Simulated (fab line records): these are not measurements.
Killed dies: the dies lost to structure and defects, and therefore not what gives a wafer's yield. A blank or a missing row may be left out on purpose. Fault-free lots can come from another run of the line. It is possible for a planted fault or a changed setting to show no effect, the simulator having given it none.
fab line records	flow rit-cmos
[record] lots = 14	wafers = 42	last-day = 6
route steps=202 shown PRETRO@74 SILICIDE@162 M1@202
lots with no fault: from the same line, run without faults
start-h: start of the lot's first displayed wafer, in hours after the record's first day	wait-h: hours since the lot's step before	" identical to the entry in the row above	L1.1+2: several wafers, shown together as one row	- no value, or no start given	* or withheld: withheld	< > ~ a bound
route shown NAME@n: NAME is a module with steps in the file, n the number in the route of the first one	usual: mean and standard deviation over wafers with no fault	same: alike in all rows	chamber/n: place in a boat	sites: readings site by site	_std_site: their standard deviation	_edge_site: the outer-site mean with the inner-site mean subtracted	radius-mm: how far each site lies from the wafer's centre	mask NAME#n: copy n	behind: the tool/chamber that last shaped the wafer	hold: what put the lot on hold/how long, in hours/how the hold closed	device: whichever transistor did not switch (one of n, p or np)	end of line: the route-end tests of the same wafers	a step without rows: its recipe alone	killed: dies that structure and defects cost at the first sort, which is not the same as the wafer's yield	map: per-die view of a wafer (x killed, . not killed, _ where there is no die)
set.NAME: the run value of the setting; set.NAME@STEP: its run value at that earlier step	model.NAME: the simulator's own value behind a step, which no gauge read
one table for each step of the route and one row for each wafer, over a sample of lots
services: when a tool's chamber went out of use (start-h, in hours from the record's first day, below 0 if earlier), for how many hours, and the reason
[[steps]]
[step RIT_PRETRO_TW_MEAS_10]
[usual] PRETRO_TW = 476.5/2.9
lot.wafer	tool	chamber	start-h	wait-h	PRETRO_TW
L957.1	film-metro-02	-	38.32	0.1	473.1
L957.4	"	-	"	"	471.9
L957.6	"	-	"	"	476.3
L958.1	film-metro-03	-	41.80	0.1	473.7
L958.5	"	-	"	"	479.8
L958.6	"	-	"	"	476.8
L959.1	film-metro-04	-	46.45	0.1	476.6
L959.2	"	-	"	"	478.7
L959.3	"	-	"	"	476.4
L960.1	film-metro-04	-	59.78	0.1	476.2
L960.3	"	-	"	"	474.2
L960.5	"	-	"	"	475.9
L961.1	film-metro-04	-	64.95	0.1	479.7
L961.2	"	-	"	"	477.5
L961.4	"	-	"	"	478.3
L962.2	film-metro-02	-	71.45	0.1	476.7
L962.3	"	-	"	"	472.0
L962.5	"	-	"	"	470.4
L963.1	film-metro-03	-	75.70	0.1	483.0
L963.3	"	-	"	"	482.2
L963.4	"	-	"	"	483.1
L966.4	film-metro-03	-	82.73	0.1	480.0
L966.5	"	-	"	"	480.3
L966.6	"	-	"	"	479.8
L968.2	film-metro-02	-	96.04	0.1	476.2
L968.3	"	-	"	"	477.4
L968.5	"	-	"	"	477.0
L969.2	film-metro-02	-	99.00	0.1	474.9
L969.4	"	-	"	"	475.7
L969.5	"	-	"	"	477.5
L970.3	film-metro-02	-	104.25	0.1	477.8
L970.4	"	-	"	"	474.6
L970.5	"	-	"	"	477.7
L971.1	film-metro-02	-	108.98	0.1	476.5
L971.5	"	-	"	"	479.1
L971.6	"	-	"	"	476.7
L972.2	film-metro-04	-	114.16	0.1	475.7
L972.4	"	-	"	"	472.8
L972.5	"	-	"	"	477.4
L973.1	film-metro-02	-	119.56	0.1	477.9
L973.3	"	-	"	"	476.0
L973.4	"	-	"	"	475.3
[step RIT_SILICIDE_SPUTTER_01]
[recipe] material = Ti	target-thk-nm = 30	power-w = 355.3	chamber-pressure-pa = 0.667	gas = Ar	time-s = 240	substrate-temp-c = 25
[usual] throttle-valve-pct = 30.0/1.1
lot.wafer	tool	chamber	start-h	wait-h	throttle-valve-pct
L957.1	pvd-sputter-01	-	59.21	0.0	30.9
L957.4	"	-	"	"	30.8
L957.6	"	-	"	"	29.8
L958.1	pvd-sputter-02	-	71.80	0.0	29.0
L958.5	"	-	"	"	29.0
L958.6	"	-	"	"	28.2
L959.1	pvd-sputter-01	-	73.60	0.0	31.3
L959.2	"	-	"	"	31.6
L959.3	"	-	"	"	31.1
L960.1	pvd-sputter-02	-	82.01	0.0	29.8
L960.3	"	-	"	"	29.6
L960.5	"	-	"	"	28.3
L961.1	pvd-sputter-01	-	88.03	0.0	31.1
L961.2	"	-	"	"	31.4
L961.4	"	-	"	"	29.6
L962.2	pvd-sputter-02	-	95.00	0.0	29.2
L962.3	"	-	"	"	29.8
L962.5	"	-	"	"	29.5
L963.1	pvd-sputter-04	-	97.34	0.0	30.0
L963.3	"	-	"	"	30.2
L963.4	"	-	"	"	32.0
L966.4	pvd-sputter-01	-	106.24	0.0	31.2
L966.5	"	-	"	"	31.5
L966.6	"	-	"	"	31.2
L968.2	pvd-sputter-01	-	114.90	0.0	30.9
L968.3	"	-	"	"	29.5
L968.5	"	-	"	"	31.2
L969.2	pvd-sputter-02	-	121.00	0.0	29.5
L969.4	"	-	"	"	29.3
L969.5	"	-	"	"	29.4
L970.3	pvd-sputter-01	-	122.84	0.0	31.3
L970.4	"	-	"	"	31.2
L970.5	"	-	"	"	31.6
L971.1	pvd-sputter-02	-	129.55	0.0	29.6
L971.5	"	-	"	"	29.0
L971.6	"	-	"	"	28.1
L972.2	pvd-sputter-01	-	133.35	0.0	31.1
L972.4	"	-	"	"	31.4
L972.5	"	-	"	"	29.5
L973.1	pvd-sputter-02	-	139.17	0.0	28.3
L973.3	"	-	"	"	29.5
L973.4	"	-	"	"	29.6
[step RIT_SILICIDE_THK_MEAS_03]
[recipe] thk-meas-gauge = xrf	reads = Ti_of_SILICIDE_SPUTTER_01
[usual] SILICIDE_TI_THK = 30.3/0.34
lot.wafer	tool	chamber	start-h	wait-h	SILICIDE_TI_THK[nm]
L957.1	film-metro-04	-	59.48	0.1	30.3
L957.4	"	-	"	"	30.3
L957.6	"	-	"	"	30.4
L958.1	film-metro-02	-	72.07	0.1	29.7
L958.5	"	-	"	"	29.4
L958.6	"	-	"	"	30.0
L959.1	film-metro-02	-	73.87	0.1	30.3
L959.2	"	-	"	"	30.4
L959.3	"	-	"	"	30.2
L960.1	film-metro-02	-	82.28	0.1	30.4
L960.3	"	-	"	"	30.0
L960.5	"	-	"	"	29.8
L961.1	film-metro-01	-	88.30	0.1	30.8
L961.2	"	-	"	"	30.6
L961.4	"	-	"	"	30.4
L962.2	film-metro-04	-	95.28	0.1	30.0
L962.3	"	-	"	"	30.5
L962.5	"	-	"	"	30.4
L963.1	film-metro-04	-	97.61	0.1	30.5
L963.3	"	-	"	"	30.7
L963.4	"	-	"	"	30.8
L966.4	film-metro-02	-	106.54	0.1	30.4
L966.5	"	-	"	"	30.5
L966.6	"	-	"	"	30.3
L968.2	film-metro-02	-	115.18	0.1	30.6
L968.3	"	-	"	"	30.5
L968.5	"	-	"	"	30.4
L969.2	film-metro-04	-	121.30	0.1	31.1
L969.4	"	-	"	"	30.8
L969.5	"	-	"	"	30.6
L970.3	film-metro-04	-	123.13	0.1	30.5
L970.4	"	-	"	"	30.7
L970.5	"	-	"	"	30.6
L971.1	film-metro-01	-	129.82	0.1	30.8
L971.5	"	-	"	"	30.8
L971.6	"	-	"	"	30.7
L972.2	film-metro-02	-	133.63	0.1	30.4
L972.4	"	-	"	"	30.2
L972.5	"	-	"	"	29.8
L973.1	film-metro-04	-	139.44	0.1	30.2
L973.3	"	-	"	"	30.2
L973.4	"	-	"	"	30.4
[step RIT_SILICIDE_RTA_04]
[recipe] temp-c = 650	time-s = 10	idle-temp-c = 25	ramp-up-s = 5	ramp-down-s = 5	cool-to-c = 25	ambient = N2
[usual] wafer_temp_C_max = 652.9/0.96
lot.wafer	tool	chamber	start-h	wait-h	wafer_temp_C_max
L957.1	rtp-anneal-02	0	59.54	0.1	653.9
L957.4	"	0	"	"	654.1
L957.6	"	0	"	"	654.7
L958.1	rtp-anneal-01	0	72.13	0.1	652.0
L958.5	"	0	"	"	652.1
L958.6	"	0	"	"	652.4
L959.1	rtp-anneal-02	0	73.93	0.1	654.1
L959.2	"	0	"	"	654.0
L959.3	"	0	"	"	653.3
L960.1	rtp-anneal-01	0	82.34	0.1	651.9
L960.3	"	0	"	"	652.8
L960.5	"	0	"	"	652.3
L961.1	rtp-anneal-02	0	88.36	0.1	654.0
L961.2	"	0	"	"	653.9
L961.4	"	0	"	"	653.0
L962.2	rtp-anneal-01	0	95.34	0.1	651.6
L962.3	"	0	"	"	651.6
L962.5	"	0	"	"	652.2
L963.1	rtp-anneal-01	0	97.67	0.1	653.4
L963.3	"	0	"	"	652.6
L963.4	"	0	"	"	654.1
L966.4	rtp-anneal-01	0	106.61	0.1	652.7
L966.5	"	0	"	"	651.0
L966.6	"	0	"	"	652.8
L968.2	rtp-anneal-01	0	115.24	0.1	652.8
L968.3	"	0	"	"	652.3
L968.5	"	0	"	"	652.2
L969.2	rtp-anneal-02	0	121.36	0.1	654.6
L969.4	"	0	"	"	653.0
L969.5	"	0	"	"	653.8
L970.3	rtp-anneal-01	0	123.19	0.1	651.8
L970.4	"	0	"	"	652.6
L970.5	"	0	"	"	652.5
L971.1	rtp-anneal-02	0	129.88	0.1	627.9
L971.5	"	0	"	"	629.5
L971.6	"	0	"	"	628.7
L972.2	rtp-anneal-01	0	133.70	0.1	652.4
L972.4	"	0	"	"	652.7
L972.5	"	0	"	"	652.0
L973.1	rtp-anneal-02	0	139.50	0.1	629.2
L973.3	"	0	"	"	628.1
L973.4	"	0	"	"	629.4
[step RIT_M1_PROBE_99]
[usual] killed-at-contacts = 0.0/0.2	killed-at-front-end = 6.8/3	killed-dies = 6.9/3	killed-open = 3.3/1.9	killed-short = 3.6/1.9
[same] gross-dies = 264	killed_at_M0_to_M3 = 0	killed_at_M4_up = 0	killed-at-back-side = 0	killed-at-other = 0
lot.wafer	tool	chamber	start-h	wait-h	killed-at-contacts	killed-at-front-end	killed-dies	killed-open	killed-short
L957.1	prober-01	-	66.59	0.1	0	1	1	0	1
L957.4	prober-01	-	66.74	0.2	0	5	5	3	2
L957.6	prober-01	-	66.84	0.2	0	4	4	1	3
L971.1	prober-01	-	136.43	0.1	0	9	9	5	4
L971.5	prober-01	-	136.63	0.2	0	3	3	3	0
L971.6	prober-01	-	136.68	0.2	0	11	11	4	7
L973.1	prober-01	-	146.11	0.1	0	9	9	5	4
L973.3	prober-01	-	146.21	0.2	0	6	6	3	3
L973.4	prober-01	-	146.26	0.2	0	7	7	3	4
// killed by level:class
L957.1 REOX:geometric-particle:short=1
L957.4 FOX2:geometric-particle:open=1 GATE:geometric-particle:open=1 GATE:geometric-particle:short=1 SILICIDE:geometric-particle:open=1 SILICIDE:geometric-particle:short=1
L957.6 SPACER:geometric-particle:short=2 GATE:geometric-particle:short=1 GATE:geometric-particle:open=1
L971.1 FOX2:geometric-particle:open=3 FOX2:geometric-particle:short=1 GATE:geometric-particle:short=1 REOX:geometric-particle:short=1 REOX:geometric-particle:open=1 SPACER:geometric-particle:short=1 SPACER:geometric-particle:open=1
L971.5 SILICIDE:geometric-particle:open=2 GATE:geometric-particle:open=1
L971.6 GATE:geometric-particle:short=4 FOX2:geometric-particle:short=2 GATE:geometric-particle:open=2 FOX1:geometric-particle:open=1 FOX2:geometric-particle:open=1 SILICIDE:geometric-particle:short=1
L973.1 GATE:geometric-particle:short=2 GATE:geometric-particle:open=2 FOX1:geometric-particle:short=1 FOX1:geometric-particle:open=1 REOX:geometric-particle:open=1 SPACER:geometric-particle:short=1 SPACER:geometric-particle:open=1
L973.3 REOX:geometric-particle:open=2 GATE:geometric-particle:short=1 REOX:geometric-particle:short=1 SPACER:geometric-particle:open=1 SPACER:geometric-particle:short=1
L973.4 GATE:geometric-particle:short=3 REOX:geometric-particle:open=2 FOX1:geometric-particle:short=1 SPACER:geometric-particle:open=1
[[services]]
tool	chamber	start-h	hours	kind
rtp-anneal-01	-	65.47	3.1	pm
pvd-sputter-01	-	81.71	6.1	repair
pvd-sputter-04	-	108.97	38.8	repair
[[key]]
[first-sign] step = RIT_SILICIDE_RTA_04	reading = wafer_temp_C_max	direction = down	sigmas = 25	usual = *	struck = *
effect none on later readings
met-at RIT_SILICIDE_RTA_04
struck-lots L971,L973
tester-left-out L971,L973
not-acting-at RIT_PRETRO_TW_MEAS_10,RIT_SILICIDE_SPUTTER_01,RIT_SILICIDE_THK_MEAS_03
onset-between 121.36 129.88
[fault] kind = process-parameter-drift	tool = rtp-anneal-02	chamber = -	onset-h = 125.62	steps = RIT_SILICIDE_RTA_04	channel = temp-c	offset = *	shape = step	end-h = 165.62	acts-in = *	stated = *
// tester-left-out: of these lots the tester's yield and bins aren't shown, on N5 and GAA mostly nor the transistor test; their killed dies are dies lost to structure and defects alone, not to doping, threshold or leakage, so they don't give the yield
